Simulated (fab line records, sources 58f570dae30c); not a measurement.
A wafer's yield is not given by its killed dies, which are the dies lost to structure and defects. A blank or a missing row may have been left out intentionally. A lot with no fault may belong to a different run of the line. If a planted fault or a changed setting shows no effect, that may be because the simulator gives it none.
What tool caused it? + flow berkeley-cmos170 + 14 lots with 42 wafers sampled at 3 steps, on a route of 331 steps

WHAT THE GAUGES SHOWED, per wafer
UCB170_M2_RS_MEAS_02: the measuring method here is four-point-probe. Usual: M2_AL_RS typically reads 0.0321 ohm/sq, with standard deviation 0.00039.
| lot  | measured     | on            | M2_AL_RS (ohm/sq)    | flag |
|------|--------------|---------------|----------------------|------|
| L558 | day 7 00:29  | film-metro-04 | 0.0317 0.0320 0.0320 |      |
| L560 | day 7 13:13  | film-metro-02 | 0.0316 0.0319 0.0313 |      |
| L561 | day 8 02:07  | film-metro-03 | 0.0322 0.0318 0.0323 |      |
| L562 | day 8 12:06  | film-metro-03 | 0.0315 0.0318 0.0314 |      |
| L564 | day 8 12:14  | film-metro-04 | 0.0323 0.0322 0.0324 |      |
| L565 | day 9 06:26  | film-metro-03 | 0.0321 0.0321 0.0321 |      |
| L566 | day 9 12:54  | film-metro-04 | 0.0321 0.0325 0.0323 |      |
| L570 | day 9 22:23  | film-metro-04 | 0.0320 0.0316 0.0315 |      |
| L567 | day 9 23:01  | film-metro-03 | 0.0327 0.0324 0.0328 |      |
| L569 | day 10 04:12 | film-metro-03 | 0.0324 0.0325 0.0327 |      |
| L572 | day 10 11:19 | film-metro-03 | 0.0322 0.0318 0.0317 |      |
| L575 | day 11 01:53 | film-metro-03 | 0.0364 0.0363 0.0359 | OFF  |
| L578 | day 11 14:44 | film-metro-03 | 0.0353 0.0354 0.0354 | OFF  |
| L581 | day 12 06:04 | film-metro-03 | 0.0319 0.0318 0.0316 |      |

UCB170_M2_THK_MEAS_03: measures by xrf. Usual: M2_AL_THK typically reads 902 nm, with standard deviation 12.
| lot  | measured     | on            | M2_AL_THK (nm) | flag |
|------|--------------|---------------|----------------|------|
| L558 | day 7 00:37  | film-metro-04 | 915 912 898    |      |
| L560 | day 7 13:20  | film-metro-02 | 927 918 932    |      |
| L561 | day 8 02:14  | film-metro-03 | 901 912 899    |      |
| L562 | day 8 12:13  | film-metro-03 | 922 912 923    |      |
| L564 | day 8 12:21  | film-metro-04 | 893 890 889    |      |
| L565 | day 9 06:34  | film-metro-03 | 899 903 896    |      |
| L566 | day 9 13:01  | film-metro-04 | 903 883 900    |      |
| L570 | day 9 22:30  | film-metro-04 | 908 916 919    |      |
| L567 | day 9 23:08  | film-metro-03 | 884 894 883    |      |
| L569 | day 10 04:19 | film-metro-03 | 897 887 881    |      |
| L572 | day 10 11:25 | film-metro-03 | 897 908 909    |      |
| L575 | day 11 02:00 | film-metro-03 | 799 800 806    | OFF  |
| L578 | day 11 14:51 | film-metro-03 | 822 821 818    | OFF  |
| L581 | day 12 06:10 | film-metro-03 | 907 904 916    |      |

WHAT TOOL EACH LOT RAN ON (gives the tool, then ch and the chambers of the sampled wafers, and finally the start)
| lot  | UCB170_M2_SPUTTER_01         |
|------|------------------------------|
| L558 | pvd-sputter-04, day 7 00:25  |
| L560 | pvd-sputter-04, day 7 13:08  |
| L561 | pvd-sputter-04, day 8 02:02  |
| L562 | pvd-sputter-01, day 8 12:01  |
| L564 | pvd-sputter-04, day 8 12:08  |
| L565 | pvd-sputter-02, day 9 06:21  |
| L566 | pvd-sputter-02, day 9 12:49  |
| L570 | pvd-sputter-04, day 9 22:17  |
| L567 | pvd-sputter-02, day 9 22:56  |
| L569 | pvd-sputter-01, day 10 04:07 |
| L572 | pvd-sputter-02, day 10 11:11 |
| L575 | pvd-sputter-04, day 11 01:48 |
| L578 | pvd-sputter-04, day 11 14:38 |
| L581 | pvd-sputter-02, day 12 05:56 |
- UCB170_M2_SPUTTER_01: material Al, target thk 900 nm, time 120 s.

WHAT THE TOOLS THEMSELVES READ (means of the sampled wafers that have a number; where no wafer has one, the mark that the record gives instead)
UCB170_M2_SPUTTER_01. Usual: throttle-valve-pct 29.8 %, standard deviation 0.82.
| lot  | tool           | throttle-valve-pct (%) | flag |
|------|----------------|------------------------|------|
| L558 | pvd-sputter-04 | 29.8                   |      |
| L560 | pvd-sputter-04 | 30.2                   |      |
| L561 | pvd-sputter-04 | 30.0                   |      |
| L562 | pvd-sputter-01 | 29.0                   |      |
| L564 | pvd-sputter-04 | 30.1                   |      |
| L565 | pvd-sputter-02 | 29.7                   |      |
| L566 | pvd-sputter-02 | 30.4                   |      |
| L570 | pvd-sputter-04 | 29.8                   |      |
| L567 | pvd-sputter-02 | 29.8                   |      |
| L569 | pvd-sputter-01 | 29.2                   |      |
| L572 | pvd-sputter-02 | 29.8                   |      |
| L575 | pvd-sputter-04 | 29.7                   |      |
| L578 | pvd-sputter-04 | 29.4                   |      |
| L581 | pvd-sputter-02 | 30.5                   |      |

THE ANSWER, worked out from the rows above alone
Rule: a lot is off if the mean of its wafers that have a number lies more than 3 standard deviations from the usual mean. Also off: a lot with no number at a reading for which 4 or more lots have one. The other lots that the step has rows for count as sound. First the gauges in route order, then the tools' own readings, where a lot's mean is used as printed above. The first step at which some lot is off is used, and at that step the reading that is off furthest; a lot without a number counts as furthest.
Off: at UCB170_M2_RS_MEAS_02 (M2_AL_RS), L575, L578.
A tool fits if, at a process step before that reading, it ran every lot that is off, and no sound lot after the first of them. The gauges at UCB170_M2_RS_MEAS_02 are tried like those tools. One fits: UCB170_M2_SPUTTER_01 on pvd-sputter-04. A fault onset in the window from L570 (day 9 22:17, its last sound lot) to L575 (day 11 01:48, its first lot off) fits.

WHAT HAD BEEN PUT IN BY THE SIMULATOR
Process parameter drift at UCB170_M2_SPUTTER_01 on pvd-sputter-04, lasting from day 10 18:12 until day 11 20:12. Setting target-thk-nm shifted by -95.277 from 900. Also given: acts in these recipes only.
Struck lots among those shown: L575, L578. The rule given above showed the same thing.
